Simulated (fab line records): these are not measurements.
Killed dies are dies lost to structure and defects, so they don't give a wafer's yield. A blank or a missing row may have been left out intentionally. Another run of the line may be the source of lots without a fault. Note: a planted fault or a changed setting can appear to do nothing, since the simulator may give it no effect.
Problem report in the 8D (eight disciplines) form, filled by code -- flow rit-cmos -- the parts of the form that need people (team, actions taken, sign-off) are left out

1. WHAT IS WRONG
Mean of run-length-s at RIT_PRETRO_STRIP_09: 27.3 s over 3 wafers from 1 lot, against 208.2 s (standard deviation 0.55) on wafers with no fault. So: -99 or more standard deviations from the usual mean.
The step: strips in O2, time 180 s.
Seen first at day 4 19:35 on plasma-asher-01, wafer L702.2. The record has a number at this step for 39 wafers belonging to 13 lots. Rule for "out" (also "out of limits"): further than 4 standard deviations from the usual mean. Any other wafer with a number is counted as sound.

2. WHAT THIS IS AND IS NOT
question,is,is not
which readings at this step,run-length-s,drypump-motor-current-A
which lots,L702,"L690, L691, L693, L694, L695, L698, L707, L709, L710, L711, L712, L713"
which wafers of those lots,all that have a number,-
read on which tools,plasma-asher-01,"plasma-asher-02, plasma-asher-03"
when,from day 4 19:35,"up to then (18 sound wafers); but 18 sound wafers of L707, L709, L710, L711, L712, L713 came after"

3. WHAT RULES OUT EACH SUSPECT
Counting: a tool at any process step up to the reading remains a suspect when it ran all the lots that are out and ran no sound lot after the first of those.
- plasma-asher-01 at RIT_PRETRO_STRIP_09 (strips in O2, time 180 s): ruled out as a lasting fault. After its first lot that is out, L702 (day 4 19:35), sound lots L713 ran on it.
Left after counting: nothing in the record.

4. THE CAUSE (what the simulator had put in)
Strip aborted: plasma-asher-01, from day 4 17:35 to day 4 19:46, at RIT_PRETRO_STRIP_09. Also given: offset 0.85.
Counting ruled it out, wrongly.

5. SEQUENCE OF EFFECTS, ordered by route
One row per reading whose mean, taken over the struck wafers that have a number, lies over 3 standard deviations from the usual. Readings are gone through only where the record gives a usual standard deviation; hours: the median, over the lots, of the time from a lot's start at the first step in this table giving one to that lot's start at this step; sigmas: the change measured in usual standard deviations.
hours,step,reading,usual,on struck wafers,change,sigmas
0,RIT_PRETRO_STRIP_09,run-length-s,208.2 s,27.3,-180.9,-99 or more
Its process steps:
- RIT_PRETRO_STRIP_09: strips in O2, time 180 s.

6. HOW IT WOULD HAVE BEEN CAUGHT EARLIER
In this record the first reading out of limits was taken at day 4 19:35, 2 hours after the fault began at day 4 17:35.
